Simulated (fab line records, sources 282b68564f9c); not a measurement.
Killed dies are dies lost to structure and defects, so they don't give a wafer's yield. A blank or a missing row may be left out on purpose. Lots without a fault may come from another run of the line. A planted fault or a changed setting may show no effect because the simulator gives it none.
Which tool did it? | flow rit_cmos | 7 lots, 21 wafers sampled, at 2 steps of a route of 202

WHAT THE GAUGES READ, wafer by wafer
RIT_CONTACT_OVL_MEAS_09.
lot  | measured    | on         | CONTACT_OVL (nm)
L512 | day 4 06:01 | overlay-02 | 0.5 1.3 0.1
L514 | day 4 14:30 | overlay-02 | -2.3 -0.7 0.4
L516 | day 5 01:21 | overlay-01 | -1.7 -0.1 0.9
L518 | day 5 11:01 | overlay-01 | 2.3 2.2 2.2
L520 | day 5 21:36 | overlay-02 | -2.9 -2.0 -1.2
L526 | day 7 07:30 | overlay-01 | -149.7 -150.8 -151.4
L530 | day 7 23:28 | overlay-02 | 2.9 2.0 1.3

WHICH TOOL RAN EACH LOT (tool, then ch and the chambers of the sampled wafers, then the start)
lot  | RIT_CONTACT_EXPOSE_05
L512 | iline_stepper-01 ch 0, day 4 05:24
L514 | iline_stepper-02 ch 0, day 4 13:53
L516 | iline_stepper-02 ch 0, day 5 00:44
L518 | iline_stepper-02 ch 0, day 5 10:19
L520 | iline_stepper-01 ch 0, day 5 20:58
L526 | iline_stepper-02 ch 0, day 7 06:53
L530 | iline_stepper-01 ch 0, day 7 22:52
- RIT_CONTACT_EXPOSE_05: exposes mask M11, target cd 1000 nm.

THE ANSWER, worked out from the rows above alone
Rule: what is usual is taken from the lots themselves. Put in order of their means at a reading, lots are off if they are a third of the lots or fewer, leave a main group of 4 or more, and stand apart from it by a gap of 3 or more times the standard deviation of the main group's means; of several such gaps the widest counts. A main group whose means are all the same, to the digits that the tables above print for the reading, isn't used. A lot without any number at a reading at which 4 lots or more have one is off too. The other lots that the step has rows for count as sound.
Off: L526, at RIT_CONTACT_OVL_MEAS_09 (CONTACT_OVL). The main group: mean 0.3 nm, standard deviation 1.5.
A tool fits if, at a process step before that reading, it ran every lot that is off, and no sound lot after the first of them. The gauges at RIT_CONTACT_OVL_MEAS_09 are tried like those tools. Can't be told from this: 2 tools fit, iline_stepper-02 at RIT_CONTACT_EXPOSE_05, overlay-01 at RIT_CONTACT_OVL_MEAS_09.

WHAT THE SIMULATOR HAD PUT IN
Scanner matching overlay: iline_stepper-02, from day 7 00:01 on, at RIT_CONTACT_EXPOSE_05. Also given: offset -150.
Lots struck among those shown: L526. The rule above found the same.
